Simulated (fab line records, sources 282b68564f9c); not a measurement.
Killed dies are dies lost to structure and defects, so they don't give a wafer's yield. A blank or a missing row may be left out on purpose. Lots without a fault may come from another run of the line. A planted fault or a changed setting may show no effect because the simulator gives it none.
Problem report in the 8D (eight disciplines) form, filled by code | flow rit_cmos | the parts of the form that need people (team, actions taken, sign-off) are left out

1. THE PROBLEM
SILICIDE_TI_RS at RIT_SILICIDE_RS_MEAS_02 reads a mean of 43.1 ohm/sq on 1 wafer of 1 lot; wafers without a fault read 46.2 ohm/sq with a standard deviation of 0.58. That is -5.3 standard deviations from the usual mean.
The step: measures by four-point-probe.
First seen on wafer L323.4, day 7 21:13, on film_metro-02. The record holds 39 wafers of 13 lots with a number at this step. Rule for "out", or "out of limits": more than 4 standard deviations from the usual mean. The other wafers with a number count as sound.

2. WHAT IT IS AND WHAT IT IS NOT
question                    | is               | is not
which readings at this step | SILICIDE_TI_RS   | -
which lots                  | L323             | L304, L305, L306, L307, L308, L310, L311, L312, L313, L314, L315, L317
which wafers of those lots  | L323.4           | L323.1, L323.3
read on which gauges        | film_metro-02    | film_metro-03, film_metro-04
when                        | from day 7 21:13 | up to then (38 sound wafers)

3. SUSPECTS, AND WHAT RULES EACH OUT
Counting: a tool at a process step up to the reading stays a suspect if it ran every lot that is out. Sound lots after the first of them don't rule it out here, since some wafers of a struck lot are sound.
- the gauge at RIT_SILICIDE_RS_MEAS_02: kept. All the wafers that are out were read on film_metro-02, and no step on other tools shows them out.
- pvd_sputter-04 at RIT_SILICIDE_SPUTTER_01 (material Ti, target thk 30 nm, time 246.8 s): kept. It ran the lot that is out, L323 (day 7 21:04); its last sound lot up to then is L314 (day 5 10:40).
Left after counting: pvd_sputter-04 at RIT_SILICIDE_SPUTTER_01, film_metro-02 at RIT_SILICIDE_RS_MEAS_02.

4. THE CAUSE (what the simulator had put in)
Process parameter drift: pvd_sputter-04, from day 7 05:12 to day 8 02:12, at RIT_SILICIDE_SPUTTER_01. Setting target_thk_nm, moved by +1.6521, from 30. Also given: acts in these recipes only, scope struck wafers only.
Counting left 2 suspects, and this tool is among them.

5. THE CHAIN OF EFFECTS, in route order
Each row: a reading whose mean over the struck wafers that have a number lies more than 3 standard deviations from the usual. Only readings for which the record gives a usual standard deviation are gone through. hours: the time from each lot's start at the first step in this table that gives one to its start at this step, as a median over the lots. sigmas: the change in usual standard deviations.
hours | step                     | reading         | usual       | on struck wafers | change | sigmas
0     | RIT_SILICIDE_RS_MEAS_02  | SILICIDE_TI_RS  | 46.2 ohm/sq | 43.1             | -3.1   | -5.3
0     | RIT_SILICIDE_THK_MEAS_03 | SILICIDE_TI_THK | 30.7 nm     | 32.6             | +1.9   | +5.6

6. WHAT WOULD HAVE CAUGHT IT SOONER
In this record the first reading out of limits at a measuring or inspecting step was taken at day 7 21:13, 16 hours after the fault began at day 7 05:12.
Of the tool readings at RIT_SILICIDE_SPUTTER_01 for which the record gives a usual standard deviation, none was out on any struck wafer, so an alarm limit of 4 standard deviations on them would not have fired.
All the lots that are out (1) had begun RIT_SILICIDE_SPUTTER_01 on pvd_sputter-04 by day 7 21:13. A hold on the tool at that time would have spared none of them.
